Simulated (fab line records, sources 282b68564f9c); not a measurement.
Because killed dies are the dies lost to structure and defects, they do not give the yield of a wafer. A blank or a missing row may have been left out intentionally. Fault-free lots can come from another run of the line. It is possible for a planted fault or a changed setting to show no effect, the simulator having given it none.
A struck lot beside a sound one + flow ritCmos + 17 steps out of a route of 202
Sound: these wafers, L439.1, L439.2, L439.5. Struck: wafers L446.1, L446.6. (L446.3 of the same lot was not struck and is left out.) The cause comes at the end.
Each step with rows lists, per side, the tool, then ch with its chambers, then its first start. Under that, the readings that differ: sound wafers + struck wafers + difference of the means + sigmas: that difference in standard deviations of wafers without a fault.
alike: same words and numbers on both sides, and readings whose means sit less than 2 such deviations apart. not compared: any withheld reading, any reading some wafer has no value for, any bound like >300 that may hide the same value, and any number with overlapping values for which the record gives no deviation.
Wherever a step has rows on one side only, a row that says differs or no value, or a row with sigmas, the two part there. Numbers that have no deviation but don't overlap get no sigmas and don't part them. Lack of a reading on every wafer of one side parts them only where that side has two or more wafers.

first, 1 step without rows for these wafers: RIT_PSD_IMPLANT_08.
RIT_PSD_STRIP_09: strips in O2, time 180 s.
  sound on plasmaAsher-02 ch 0,1, day 3 00:10; struck on plasmaAsher-03 ch 0, day 4 11:56
  alike: drypumpMotorCurrentA
  not compared: rfHoursCounterH
RIT_PSD_TW_MEAS_10:
  sound on filmMetro-01 at day 3 00:20; struck on filmMetro-02 at day 4 12:06
  alike: PSD_TW
then, 3 steps without rows for these wafers: RIT_SDANNEAL_CLEAN_00 (cleans in SC1, time 600 s); RIT_SDANNEAL_CLEAN_01 (cleans in dHF, time 30 s); RIT_SDANNEAL_CLEAN_02 (cleans in SC2, time 600 s).
RIT_SDANNEAL_RTA_03: time 5 s.
  sound on rtpAnneal-02 ch 0, day 3 00:46; struck on rtpAnneal-01 ch 0, day 4 12:32
  alike: wafer_temp_C_max
RIT_SDANNEAL_RS_MEAS_04: a four-point-probe measurement.
  sound on filmMetro-04 at day 3 00:50; struck on filmMetro-04 at day 4 12:38
  alike: PSD_RS
RIT_SDANNEAL_RS_MEAS_05: a four-point-probe measurement.
  sound on filmMetro-04 at day 3 00:57; struck on filmMetro-04 at day 4 12:46
  alike: NSD_RS
RIT_SDANNEAL_RS_MEAS_06: a four-point-probe measurement.
  sound on filmMetro-04 at day 3 01:04; struck on filmMetro-04 at day 4 12:53
  alike: PLDD_RS
RIT_SDANNEAL_RS_MEAS_07: a four-point-probe measurement.
  sound on filmMetro-04 at day 3 01:11; struck on filmMetro-04 at day 4 13:00
  alike: NLDD_RS
then, 1 step without rows for these wafers: RIT_SILICIDE_WET_ETCH_00 (etches SiO2 in BOE, target depth 14 nm, time 15 s).
RIT_SILICIDE_SPUTTER_01: material Ti, target thk 30 nm, time 240 s.
  sound on pvdSputter-02 at day 3 01:19; struck on pvdSputter-03 at day 4 13:08
| reading                                    | sound                | struck        | difference | sigmas      |
|--------------------------------------------|----------------------|---------------|------------|-------------|
| cathodeDcPowerW (W)                        | 349.96 349.92 349.94 | 288.84 288.66 | -61.19     | -99 or more |
| model.Ti_of_SILICIDE_SPUTTER_01.thkNm (nm) | 30.65 30.54 30.69    | 25.25 25.3    | -5.35      |             |
  alike: throttleValvePct
RIT_SILICIDE_RS_MEAS_02: a four-point-probe measurement.
  sound on filmMetro-01 at day 3 01:28; struck on filmMetro-01 at day 4 13:17
| reading                 | sound          | struck    | difference | sigmas |
|-------------------------|----------------|-----------|------------|--------|
| SILICIDE_TI_RS (ohm/sq) | 46.6 46.8 46.6 | 59.5 59.3 | +12.7      | +20    |
RIT_SILICIDE_THK_MEAS_03: measures by xrf.
  sound on filmMetro-01 at day 3 01:35; struck on filmMetro-01 at day 4 13:25
| reading              | sound          | struck    | difference | sigmas |
|----------------------|----------------|-----------|------------|--------|
| SILICIDE_TI_THK (nm) | 31.0 31.1 31.1 | 25.4 25.6 | -5.6       | -16    |
RIT_SILICIDE_RTA_04: time 10 s, ramp up 5 s, ramp down 5 s.
  sound on rtpAnneal-01 ch 0, day 3 01:39; struck on rtpAnneal-02 ch 0, day 4 13:28
  alike: wafer_temp_C_max
RIT_M1_PROBE_99:
  sound on prober-02 at day 3 08:13; struck on prober-01 at day 4 20:23
| reading                            | sound             | struck      | difference | sigmas |
|------------------------------------|-------------------|-------------|------------|--------|
| killedShort                        | 6 8 9             | 1 2         | -6         | -3     |
| model.etest.npolyLine.lineOhmUm    | 172.8 172.5 171.6 | 176 182.7   | +7         |        |
| model.etest.ppolyLine.lineOhmUm    | 164.8 166.2 165   | 168.5 172.9 | +5.4       |        |
| model.etest.contactNplus.endOhmUm  | 41.95 43.51 43.42 | 35.38 36.82 | -6.86      |        |
| model.etest.contactPplus.endOhmUm  | 44.54 44.91 45.23 | 39.36 39.12 | -5.65      |        |
| model.etest.ppolyLine.widthNm (nm) | 98.17 98.16 99.7  | 110.9 106.9 | +10.2      |        |
| model.etest.npolyLine.widthNm (nm) | 97.55 97.83 98.31 | 109.7 106.3 | +10.1      |        |
| model.etest.npolyLine.rsOhmSq      | 16.78 16.79 16.71 | 19.31 19.36 | +2.57      |        |
| model.etest.ppolyLine.rsOhmSq      | 16.23 16.34 16.26 | 18.73 18.72 | +2.45      |        |
  alike: killedAtFrontEnd, killedDies, killedOpen

== WHERE THEY PART ==
At RIT_SILICIDE_SPUTTER_01 first; at RIT_M1_PROBE_99 last (within this record only).

WHY: what the simulator had put in
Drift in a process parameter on pvdSputter-03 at RIT_SILICIDE_SPUTTER_01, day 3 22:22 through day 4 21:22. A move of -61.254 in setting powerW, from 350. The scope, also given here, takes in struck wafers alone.
